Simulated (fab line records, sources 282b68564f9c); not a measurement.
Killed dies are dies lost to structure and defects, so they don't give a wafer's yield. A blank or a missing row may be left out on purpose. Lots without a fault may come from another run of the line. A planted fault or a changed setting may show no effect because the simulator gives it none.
fab line records | flow rit_cmos | part 1 of 2: steps 1 to 33 of 46
record lots=5 wafers=15 last_day=7
route steps=202 shown SPACER@130 NSD@131 PSD@142 SDANNEAL@153 PLDD@159 NLDD@160 SILICIDE@161 CONTACT@168
lots that met no fault: from a run of the same line without faults
start_h: hours from the record's first day to the start of the lot's first wafer shown | wait_h: hours since the lot's step before | " the same as in the row above | L1.1+2: a row that stands for several wafers | - no value, or no start given | * or withheld: withheld | < > ~ a bound
route shown NAME@n: a module of which the file shows steps, and the number in the route of the first | usual: mean/standard deviation of fault-free wafers | same: alike in all rows | chamber/n: place in a boat | sites: the reading at each site | _std_site: their standard deviation | _edge_site: outer sites' mean less inner sites' | radius_mm: how far each site lies from the wafer's centre | mask NAME#n: copy n | behind: the tool/chamber that last shaped the wafer | hold: why the lot was held/for how many hours/how that ended | device: the transistor (n, p or np) that didn't switch | end of line: the same wafers' tests at the end of the route | a step without rows: its recipe alone | killed: dies lost to structure and defects at the first sort, not the wafer's yield | map: a wafer's dies, x killed, . not, _ none there
set.NAME: the setting as run; set.NAME@STEP: as run at that earlier step | model.NAME: the simulator's own value behind a step, which no gauge read
lots at some steps of the route; a table a step, a row a wafer
services: from which hour (start_h, from the record's first day; less than 0 if before it) a tool's chamber was out of use, for how many hours, and why
## steps
# step RIT_SPACER_ETCHBACK_05
# recipe target_depth_a=2500 SF6_flow_sccm=30 CHF3_flow_sccm=30 target=Si3N4 chemistry=SF6/CHF3 pressure_mtorr=40 rf_w=250 time_s=240 stop_on=SiO2
# usual drypump_motor_current_A=5.9/0.49 oes_product_au=0.845/0.012 throttle_valve_pct=10.27/0.15
# columns lot.wafer tool chamber start_h wait_h drypump_motor_current_A oes_product_au rf_hours_counter_h throttle_valve_pct
L076.1 rie_diel-01 3 61.08 0.1 5.8 0.842 7 10.37
L076.4 " 3 " " 5.8 0.861 - 10.39
L076.6 " 2 " " 6.5 0.840 - 10.19
L081.1 rie_diel-01 3 81.73 0.1 5.8 0.846 8 10.37
L081.2 " 1 " " 5.1 0.848 56 10.22
L081.3 " 0 " " 6.1 0.836 23 10.35
L087.4 rie_diel-03 2 114.01 0.1 6.5 0.860 - 10.49
L087.5 " 0 " " 6.0 0.826 - 10.02
L087.6 " 1 " " 6.3 0.847 - 10.25
L090.1 rie_diel-03 0 131.15 0.1 6.0 0.823 132 10.04
L090.2 " 3 " " 5.8 0.857 0 10.31
L090.4 " 2 " " 6.5 0.857 11 10.50
L096.1 rie_diel-04 3 159.19 0.1 5.8 0.836 1 10.32
L096.2 " 1 " " 5.1 0.859 129 9.99
L096.3 " 0 " " 5.7 0.850 26 10.36
# step RIT_NSD_HMDS_00
# recipe prime_time_s=60 prime_temp_c=140
# columns lot.wafer tool chamber start_h wait_h
L076.1+4+6 litho_track-04 0 61.23 0.1
L081.1+2+3 litho_track-03 0 81.88 0.1
L087.4+5+6 litho_track-03 0 114.16 0.1
L090.1+2+4 litho_track-04 0 131.30 0.1
L096.1+2+3 litho_track-04 0 159.52 0.3
# step RIT_NSD_COAT_01
# recipe resist=NOVOLAK spin_rpm=3250 resist_thk_nm=1000
# columns lot.wafer tool chamber start_h wait_h
L076.1+4+6 litho_track-04 0 61.38 0.1
L081.1+2+3 litho_track-03 0 82.03 0.1
L087.4+5+6 litho_track-03 0 114.31 0.1
L090.1+2+4 litho_track-04 0 131.45 0.1
L096.1+2+3 litho_track-04 0 159.67 0.1
# step RIT_NSD_SOFTBAKE_02
# recipe resist=NOVOLAK temp_c=90 time_s=60
# columns lot.wafer tool chamber start_h wait_h
L076.1+4+6 litho_track-04 0 61.53 0.1
L081.1+2+3 litho_track-03 0 82.18 0.1
L087.4+5+6 litho_track-03 0 114.46 0.1
L090.1+2+4 litho_track-04 0 131.60 0.1
L096.1+2+3 litho_track-04 0 159.82 0.1
# step RIT_NSD_EXPOSE_03
# recipe mask_id=M9 na=0.57 target_cd_nm=40700 dose_mj=250
# usual reticle_temp_C=23.00/0.1 stage_vel_mm_s=499.96/0.22
# columns lot.wafer tool chamber start_h wait_h mask reticle_temp_C stage_vel_mm_s
L076.1 iline_stepper-02 0 61.81 0.2 M9#0 23.05 500.30
L076.4 " 0 " " M9#0 22.94 500.00
L076.6 " 0 " " M9#0 22.87 499.61
L081.1 iline_stepper-01 0 82.33 0.1 M9#0 22.98 499.68
L081.2 " 0 " " M9#0 23.01 499.78
L081.3 " 0 " " M9#0 23.01 500.02
L087.4 iline_stepper-01 0 114.71 0.2 M9#0 22.85 499.80
L087.5 " 0 " " M9#0 23.00 500.17
L087.6 " 0 " " M9#0 22.94 499.78
L090.1 iline_stepper-02 0 131.87 0.2 M9#0 22.98 500.07
L090.2 " 0 " " M9#0 22.79 500.11
L090.4 " 0 " " M9#0 23.11 500.01
L096.1 iline_stepper-02 0 159.97 0.1 M9#0 22.80 499.93
L096.2 " 0 " " M9#0 23.18 500.05
L096.3 " 0 " " M9#0 23.03 499.53
# step RIT_NSD_PEB_04
# recipe resist=NOVOLAK temp_c=withheld time_s=withheld
# columns lot.wafer tool chamber start_h wait_h
L076.1+4+6 litho_track-04 0 61.92 0.1
L081.1+2+3 litho_track-03 0 82.45 0.1
L087.4+5+6 litho_track-03 0 114.85 0.1
L090.1+2+4 litho_track-02 0 131.99 0.1
L096.1+2+3 litho_track-02 0 160.09 0.1
# step RIT_NSD_DEVELOP_05
# recipe resist=NOVOLAK develop_time_s=50 dev_temp_c=23
# columns lot.wafer tool chamber start_h wait_h
L076.1+4+6 litho_track-04 0 - -
L081.1+2+3 litho_track-03 0 - -
L087.4+5+6 litho_track-03 0 - -
L090.1+2+4 litho_track-02 0 - -
L096.1+2+3 litho_track-02 0 - -
# step RIT_NSD_OVL_MEAS_06
# usual NSD_OVL=0.1/1.6
# columns lot.wafer tool chamber start_h wait_h NSD_OVL[nm]
L076.1 overlay-02 - 62.21 - -2.2
L076.4 " - " " -1.6
L076.6 " - " " -1.9
L081.1 overlay-01 - 82.73 - 0.2
L081.2 " - " " 1.5
L081.3 " - " " 0.8
L087.4 overlay-01 - 115.07 - 0.5
L087.5 " - " " -0.3
L087.6 " - " " 0.0
L090.1 overlay-02 - 132.27 - -1.7
L090.2 " - " " -1.3
L090.4 " - " " -0.9
L096.1 overlay-01 - 160.37 - -1.7
L096.2 " - " " -3.2
L096.3 " - " " -2.0
# step RIT_NSD_HARDBAKE_07
# recipe resist=NOVOLAK temp_c=140 time_s=60
# columns lot.wafer tool chamber start_h wait_h
L076.1+4+6 litho_track-04 0 62.24 0.0
L081.1+2+3 litho_track-04 0 82.85 0.1
L087.4+5+6 litho_track-04 0 115.17 0.1
L090.1+2+4 litho_track-02 0 132.31 0.0
L096.1+2+3 litho_track-04 0 160.41 0.0
# step RIT_NSD_IMPLANT_08
# recipe species=P energy_kev=25 dose_cm2=1e+15 tilt_deg=7
# same implant_ion_amu=31
# columns lot.wafer tool chamber start_h wait_h
L076.1+4+6 implanter-03 0 62.39 0.1
L081.1+2+3 implanter-04 0 83.00 0.1
L087.4+5+6 implanter-01 0 115.32 0.1
L090.1+2+4 implanter-01 0 132.46 0.1
L096.1+2+3 implanter-01 0 160.56 0.1
# step RIT_NSD_STRIP_09
# recipe chemistry=O2 time_s=180 resist=NOVOLAK platen_temp_c=withheld power_w=500 pressure_mtorr=4000 o2_flow_sccm=4000
# usual drypump_motor_current_A=5.9/0.41
# columns lot.wafer tool chamber start_h wait_h drypump_motor_current_A rf_hours_counter_h
L076.1 plasma_asher-01 0 62.54 0.1 5.0 43
L076.4 " 0 " " 5.1 -
L076.6 " 0 " " 5.0 -
L081.1 plasma_asher-02 1 83.15 0.1 5.9 44
L081.2 " 0 " " 6.4 44
L081.3 " 0 " " 6.3 -
L087.4 plasma_asher-01 1 115.45 0.1 6.2 -
L087.5 " 1 " " 6.2 -
L087.6 " 0 " " 5.0 -
L090.1 plasma_asher-03 1 132.61 0.1 5.8 34
L090.2 " 0 " " 5.9 34
L090.4 " 0 " " 5.9 -
L096.1 plasma_asher-03 1 160.71 0.1 5.8 37
L096.2 " 0 " " 5.9 37
L096.3 " 0 " " 5.9 -
# step RIT_NSD_TW_MEAS_10
# usual NSD_TW=3134/21
# columns lot.wafer tool chamber start_h wait_h NSD_TW
L076.1 film_metro-04 - 62.72 0.1 3122
L076.4 " - " " 3123
L076.6 " - " " 3132
L081.1 film_metro-01 - 83.33 0.1 3120
L081.2 " - " " 3112
L081.3 " - " " 3149
L087.4 film_metro-04 - 115.60 0.1 3126
L087.5 " - " " 3134
L087.6 " - " " 3141
L090.1 film_metro-04 - 132.78 0.1 3144
L090.2 " - " " 3136
L090.4 " - " " 3144
L096.1 film_metro-01 - 160.88 0.1 3117
L096.2 " - " " 3119
L096.3 " - " " 3115
# step RIT_PSD_HMDS_00
# recipe prime_time_s=60 prime_temp_c=140
# columns lot.wafer tool chamber start_h wait_h
L076.1+4+6 litho_track-01 0 62.78 0.1
L081.1+2+3 litho_track-02 0 83.39 0.1
L087.4+5+6 litho_track-04 0 115.70 0.1
L090.1+2+4 litho_track-02 0 132.84 0.1
L096.1+2+3 litho_track-04 0 160.94 0.1
# step RIT_PSD_COAT_01
# recipe resist=NOVOLAK spin_rpm=3250 resist_thk_nm=1000
# columns lot.wafer tool chamber start_h wait_h
L076.1+4+6 litho_track-01 0 62.93 0.1
L081.1+2+3 litho_track-02 0 83.54 0.1
L087.4+5+6 litho_track-04 0 115.85 0.1
L090.1+2+4 litho_track-02 0 132.99 0.1
L096.1+2+3 litho_track-04 0 161.09 0.1
# step RIT_PSD_SOFTBAKE_02
# recipe resist=NOVOLAK temp_c=90 time_s=60
# columns lot.wafer tool chamber start_h wait_h
L076.1+4+6 litho_track-01 0 63.08 0.1
L081.1+2+3 litho_track-02 0 83.69 0.1
L087.4+5+6 litho_track-04 0 116.00 0.1
L090.1+2+4 litho_track-02 0 133.14 0.1
L096.1+2+3 litho_track-04 0 161.24 0.1
# step RIT_PSD_EXPOSE_03
# recipe mask_id=M10 na=0.57 target_cd_nm=40900 dose_mj=250
# usual reticle_temp_C=23.01/0.11 stage_vel_mm_s=499.97/0.26
# columns lot.wafer tool chamber start_h wait_h mask reticle_temp_C stage_vel_mm_s
L076.1 iline_stepper-02 0 63.35 0.2 M10#0 23.20 500.12
L076.4 " 0 " " M10#0 23.11 500.51
L076.6 " 0 " " M10#0 23.06 500.24
L081.1 iline_stepper-02 0 83.84 0.1 M10#0 23.06 500.21
L081.2 " 0 " " M10#0 22.84 500.22
L081.3 " 0 " " M10#0 22.99 499.84
L087.4 iline_stepper-01 0 116.26 0.2 M10#0 22.81 499.86
L087.5 " 0 " " M10#0 22.99 499.92
L087.6 " 0 " " M10#0 22.89 499.70
L090.1 iline_stepper-01 0 133.29 0.1 M10#0 22.81 500.06
L090.2 " 0 " " M10#0 22.97 500.12
L090.4 " 0 " " M10#0 23.07 500.45
L096.1 iline_stepper-01 0 161.39 0.1 M10#0 23.01 499.89
L096.2 " 0 " " M10#0 22.84 499.88
L096.3 " 0 " " M10#0 22.88 499.92
# step RIT_PSD_PEB_04
# recipe resist=NOVOLAK temp_c=withheld time_s=withheld
# columns lot.wafer tool chamber start_h wait_h
L076.1+4+6 litho_track-01 0 63.47 0.1
L081.1+2+3 litho_track-02 0 83.95 0.1
L087.4+5+6 litho_track-04 0 116.39 0.1
L090.1+2+4 litho_track-02 0 133.41 0.1
L096.1+2+3 litho_track-04 0 161.61 0.2
# step RIT_PSD_DEVELOP_05
# recipe resist=NOVOLAK develop_time_s=50 dev_temp_c=23
# columns lot.wafer tool chamber start_h wait_h
L076.1+4+6 litho_track-01 0 - -
L081.1+2+3 litho_track-02 0 - -
L087.4+5+6 litho_track-04 0 - -
L090.1+2+4 litho_track-02 0 - -
L096.1+2+3 litho_track-04 0 - -
# step RIT_PSD_OVL_MEAS_06
# usual PSD_OVL=-0.5/1.4
# columns lot.wafer tool chamber start_h wait_h PSD_OVL[nm]
L076.1 overlay-02 - 63.75 - 1.0
L076.4 " - " " -0.1
L076.6 " - " " 1.7
L081.1 overlay-02 - 84.24 - 0.2
L081.2 " - " " -0.7
L081.3 " - " " -0.1
L087.4 overlay-01 - 116.62 - 0.3
L087.5 " - " " 1.3
L087.6 " - " " 1.5
L090.1 overlay-02 - 133.69 - 0.2
L090.2 " - " " 0.3
L090.4 " - " " -0.5
L096.1 overlay-02 - 161.89 - -0.7
L096.2 " - " " -0.6
L096.3 " - " " 0.8
# step RIT_PSD_HARDBAKE_07
# recipe resist=NOVOLAK temp_c=140 time_s=60
# columns lot.wafer tool chamber start_h wait_h
L076.1+4+6 litho_track-02 0 63.92 0.2
L081.1+2+3 litho_track-04 0 84.27 0.0
L087.4+5+6 litho_track-04 0 116.71 0.1
L090.1+2+4 litho_track-04 0 133.73 0.0
L096.1+2+3 litho_track-04 0 161.93 0.0
# step RIT_PSD_IMPLANT_08
# recipe species=BF2 energy_kev=27 dose_cm2=5e+15 tilt_deg=7
# same implant_ion_amu=49
# columns lot.wafer tool chamber start_h wait_h
L076.1+4+6 implanter-03 0 64.07 0.1
L081.1+2+3 implanter-01 0 84.42 0.1
L087.4+5+6 implanter-01 0 116.86 0.1
L090.1+2+4 implanter-02 0 133.88 0.1
L096.1+2+3 implanter-03 0 162.08 0.1
# step RIT_PSD_STRIP_09
# recipe chemistry=O2 time_s=180 resist=NOVOLAK platen_temp_c=withheld power_w=500 pressure_mtorr=4000 o2_flow_sccm=4000
# usual drypump_motor_current_A=5.8/0.33
# columns lot.wafer tool chamber start_h wait_h drypump_motor_current_A rf_hours_counter_h
L076.1 plasma_asher-01 1 64.22 0.1 6.3 43
L076.4 " 0 " " 5.1 -
L076.6 " 1 " " 6.3 -
L081.1 plasma_asher-03 0 84.57 0.1 5.9 29
L081.2 " 1 " " 5.8 29
L081.3 " 0 " " 5.9 -
L087.4 plasma_asher-01 1 117.00 0.1 6.2 -
L087.5 " 0 " " 5.0 -
L087.6 " 1 " " 6.2 -
L090.1 plasma_asher-03 1 134.03 0.1 5.8 34
L090.2 " 0 " " 6.0 34
L090.4 " 0 " " 5.9 -
L096.1 plasma_asher-03 1 162.23 0.1 5.8 37
L096.2 " 0 " " 5.9 37
L096.3 " 1 " " 5.8 -
# step RIT_PSD_TW_MEAS_10
# usual PSD_TW=3440/28
# columns lot.wafer tool chamber start_h wait_h PSD_TW
L076.1 film_metro-04 - 64.40 0.1 3446
L076.4 " - " " 3426
L076.6 " - " " 3434
L081.1 film_metro-01 - 84.75 0.1 3436
L081.2 " - " " 3435
L081.3 " - " " 3459
L087.4 film_metro-01 - 117.14 0.1 3386
L087.5 " - " " 3396
L087.6 " - " " 3380
L090.1 film_metro-03 - 134.20 0.1 3481
L090.2 " - " " 3464
L090.4 " - " " 3475
L096.1 film_metro-04 - 162.40 0.1 3446
L096.2 " - " " 3441
L096.3 " - " " 3448
# step RIT_SDANNEAL_CLEAN_00
# recipe chemistry=SC1 mix=3:3:50 time_s=600 temp_c=75
# columns lot.wafer tool chamber start_h wait_h
L076.1+4+6 wet_bench-04 3 64.46 0.1
L081.1+2+3 wet_bench-03 1 84.81 0.1
L087.4+5+6 wet_bench-01 2 117.17 0.0
L090.1+2+4 wet_bench-01 3 134.26 0.1
L096.1+2+3 wet_bench-01 2 162.46 0.1
# step RIT_SDANNEAL_CLEAN_01
# recipe chemistry=dHF dilution=50:1 time_s=30
# columns lot.wafer tool chamber start_h wait_h
L076.1+4+6 wet_bench-04 3 64.63 0.0
L081.1+2+3 wet_bench-01 3 85.00 0.0
L087.4+5+6 wet_bench-03 0 117.36 0.0
L090.1+2+4 wet_bench-03 1 134.44 0.0
L096.1+2+3 wet_bench-04 3 162.65 0.0
# step RIT_SDANNEAL_CLEAN_02
# recipe chemistry=SC2 mix=3:3:50 time_s=600 temp_c=75 dry=n2_spin
# columns lot.wafer tool chamber start_h wait_h
L076.1+4+6 wet_bench-01 1 64.65 0.0
L081.1+2+3 wet_bench-03 3 85.02 0.0
L087.4+5+6 wet_bench-04 2 117.38 0.0
L090.1+2+4 wet_bench-01 3 134.46 0.0
L096.1+2+3 wet_bench-03 2 162.67 0.0
# step RIT_SDANNEAL_RTA_03
# recipe temp_c=1050 time_s=5 idle_temp_c=600 ramp_up_c_per_s=342 ramp_down_c_per_s=171 cool_to_c=600 ambient=N2
# usual wafer_temp_C_max=1053.5/1.1
# columns lot.wafer tool chamber start_h wait_h wafer_temp_C_max
L076.1 rtp_anneal-01 0 64.84 0.0 1053.6
L076.4 " 0 " " 1053.9
L076.6 " 0 " " 1055.6
L081.1 rtp_anneal-02 0 85.21 0.0 1053.1
L081.2 " 0 " " 1054.5
L081.3 " 0 " " 1053.0
L087.4 rtp_anneal-02 0 117.58 0.0 1052.8
L087.5 " 0 " " 1052.5
L087.6 " 0 " " 1053.7
L090.1 rtp_anneal-01 0 134.63 0.0 1055.1
L090.2 " 0 " " 1053.6
L090.4 " 0 " " 1052.5
L096.1 rtp_anneal-01 0 162.85 0.0 1053.6
L096.2 " 0 " " 1051.5
L096.3 " 0 " " 1051.7
# step RIT_SDANNEAL_RS_MEAS_04
# recipe thk_meas_gauge=four-point-probe
# usual PSD_RS=115.82/0.29
# columns lot.wafer tool chamber start_h wait_h PSD_RS[ohm/sq]
L076.1 film_metro-04 - 64.90 0.0 116.14
L076.4 " - " " 116.23
L076.6 " - " " 115.59
L081.1 film_metro-04 - 85.27 0.0 115.40
L081.2 " - " " 115.50
L081.3 " - " " 115.70
L087.4 film_metro-04 - 117.67 0.1 115.92
L087.5 " - " " 115.98
L087.6 " - " " 115.79
L090.1 film_metro-03 - 134.69 0.0 115.93
L090.2 " - " " 115.76
L090.4 " - " " 115.79
L096.1 film_metro-01 - 162.91 0.0 115.59
L096.2 " - " " 115.46
L096.3 " - " " 115.36
# step RIT_SDANNEAL_RS_MEAS_05
# recipe thk_meas_gauge=four-point-probe
# usual NSD_RS=84.5/0.31
# columns lot.wafer tool chamber start_h wait_h NSD_RS[ohm/sq]
L076.1 film_metro-04 - 65.02 0.1 84.6
L076.4 " - " " 84.7
L076.6 " - " " 85.1
L081.1 film_metro-04 - 85.39 0.1 84.4
L081.2 " - " " 84.1
L081.3 " - " " 84.1
L087.4 film_metro-04 - 117.79 0.1 84.1
L087.5 " - " " 83.9
L087.6 " - " " 84.1
L090.1 film_metro-03 - 134.81 0.1 84.3
L090.2 " - " " 83.9
L090.4 " - " " 84.3
L096.1 film_metro-01 - 163.03 0.1 83.9
L096.2 " - " " 84.2
L096.3 " - " " 84.1
# step RIT_SDANNEAL_RS_MEAS_06
# recipe thk_meas_gauge=four-point-probe
# usual PLDD_RS=178.5/0.52
# columns lot.wafer tool chamber start_h wait_h PLDD_RS[ohm/sq]
L076.1 film_metro-04 - 65.14 0.1 178.5
L076.4 " - " " 178.9
L076.6 " - " " 178.8
L081.1 film_metro-04 - 85.51 0.1 178.5
L081.2 " - " " 178.2
L081.3 " - " " 178.6
L087.4 film_metro-04 - 117.91 0.1 178.7
L087.5 " - " " 178.4
L087.6 " - " " 178.5
L090.1 film_metro-03 - 134.93 0.1 178.3
L090.2 " - " " 178.8
L090.4 " - " " 178.6
L096.1 film_metro-01 - 163.15 0.1 177.7
L096.2 " - " " 177.5
L096.3 " - " " 177.9
# step RIT_SDANNEAL_RS_MEAS_07
# recipe thk_meas_gauge=four-point-probe
# usual NLDD_RS=151.6/0.6
# columns lot.wafer tool chamber start_h wait_h NLDD_RS[ohm/sq]
L076.1 film_metro-04 - 65.26 0.1 151.3
L076.4 " - " " 152.7
L076.6 " - " " 152.2
L081.1 film_metro-04 - 85.63 0.1 152.0
L081.2 " - " " 152.0
L081.3 " - " " 151.5
L087.4 film_metro-04 - 118.03 0.1 151.3
L087.5 " - " " 151.4
L087.6 " - " " 151.0
L090.1 film_metro-03 - 135.05 0.1 151.3
L090.2 " - " " 151.8
L090.4 " - " " 151.2
L096.1 film_metro-01 - 163.27 0.1 151.1
L096.2 " - " " 151.6
L096.3 " - " " 151.0
# step RIT_SILICIDE_WET_ETCH_00
# recipe chemistry=BOE target=SiO2 target_depth_nm=14 time_s=15 dry=n2_spin dilution=10:1 temp_c=21.5
# columns lot.wafer tool chamber start_h wait_h
L076.1+4+6 wet_bench-04 0 65.38 0.1
L081.1+2+3 wet_bench-01 1 85.75 0.1
L087.4+5+6 wet_bench-02 1 118.09 0.0
L090.1+2+4 wet_bench-01 0 135.17 0.1
L096.1+2+3 wet_bench-01 0 163.39 0.1
# step RIT_SILICIDE_SPUTTER_01
# recipe material=Ti target_thk_nm=30 power_w=350 chamber_pressure_pa=0.667 gas=Ar time_s=240 substrate_temp_c=25
# usual substrate_temp_c=25.00/0.099 throttle_valve_pct=29.9/1
# columns lot.wafer tool chamber start_h wait_h substrate_temp_c throttle_valve_pct
L076.1 pvd_sputter-02 - 65.39 0.0 24.88 29.7
L076.4 " - " " 25.00 29.0
L076.6 " - " " 25.01 29.5
L081.1 pvd_sputter-01 - 85.76 0.0 25.24 30.5
L081.2 " - " " 25.08 30.9
L081.3 " - " " 25.17 30.2
L087.4 pvd_sputter-03 - 118.11 0.0 24.92 30.9
L087.5 " - " " 24.91 30.9
L087.6 " - " " 25.01 29.7
L090.1 pvd_sputter-02 - 135.18 0.0 24.90 31.5
L090.2 " - " " 24.92 28.5
L090.4 " - " " 25.02 29.0
L096.1 pvd_sputter-02 - 163.40 0.0 25.05 29.1
L096.2 " - " " 24.91 29.7
L096.3 " - " " 25.03 31.7
